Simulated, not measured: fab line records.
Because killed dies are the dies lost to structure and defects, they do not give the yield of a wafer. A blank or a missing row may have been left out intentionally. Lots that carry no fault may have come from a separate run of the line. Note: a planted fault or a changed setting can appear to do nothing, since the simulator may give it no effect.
Which of the tools did it?    flow berkeley_cmos170    at 1 step of a route of 331, 11 lots with 33 wafers sampled

WHAT THE GAUGES READ, wafer by wafer
UCB170_V1_THK_MEAS_04.
lot   measured      on             V1_POLISHED_THK (nm)
L128  day 8 17:30   film_metro-02  1000.5 999.8 1000.4
L129  day 8 18:50   film_metro-02  998.7 999.4 999.5
L130  day 8 19:08   film_metro-03  999.1 1000.2 998.8
L131  day 9 18:32   film_metro-03  998.9 1000.8 999.1
L140  day 11 23:22  film_metro-01  999.8 999.3 1001.4
L141  day 12 02:02  film_metro-03  999.4 1000.6 997.4
L146  day 13 03:52  film_metro-02  1000.5 1000.4 1001.0
L147  day 13 09:22  film_metro-02  999.7 999.2 998.9
L148  day 13 10:41  film_metro-02  1000.5 1001.0 1000.7
L151  day 13 21:35  film_metro-02  1000.2 998.1 999.7
L150  day 13 22:56  film_metro-02  997.8 1000.2 1002.5

WHAT TOOL EACH LOT RAN ON (gives the tool, then ch and the chambers of the sampled wafers, and finally the start)
There is no process step in the record ahead of these readings.

THE ANSWER, worked out from the rows above alone
Rule: what is usual is taken from the lots themselves. Put in order of their means at a reading, lots are off if they are a third of the lots or fewer, leave a main group of 4 or more, and stand apart from it by a gap of 3 or more times the standard deviation of the main group's means; of several such gaps the widest counts. Not used: any main group whose means are identical at the precision the tables above print for the reading. Also off: a lot with no number at a reading for which 4 or more lots have one. The other lots that the step has rows for count as sound.
No lot is off on any of the readings shown, so nothing can be concluded from this.

WHAT THE SIMULATOR PUT IN
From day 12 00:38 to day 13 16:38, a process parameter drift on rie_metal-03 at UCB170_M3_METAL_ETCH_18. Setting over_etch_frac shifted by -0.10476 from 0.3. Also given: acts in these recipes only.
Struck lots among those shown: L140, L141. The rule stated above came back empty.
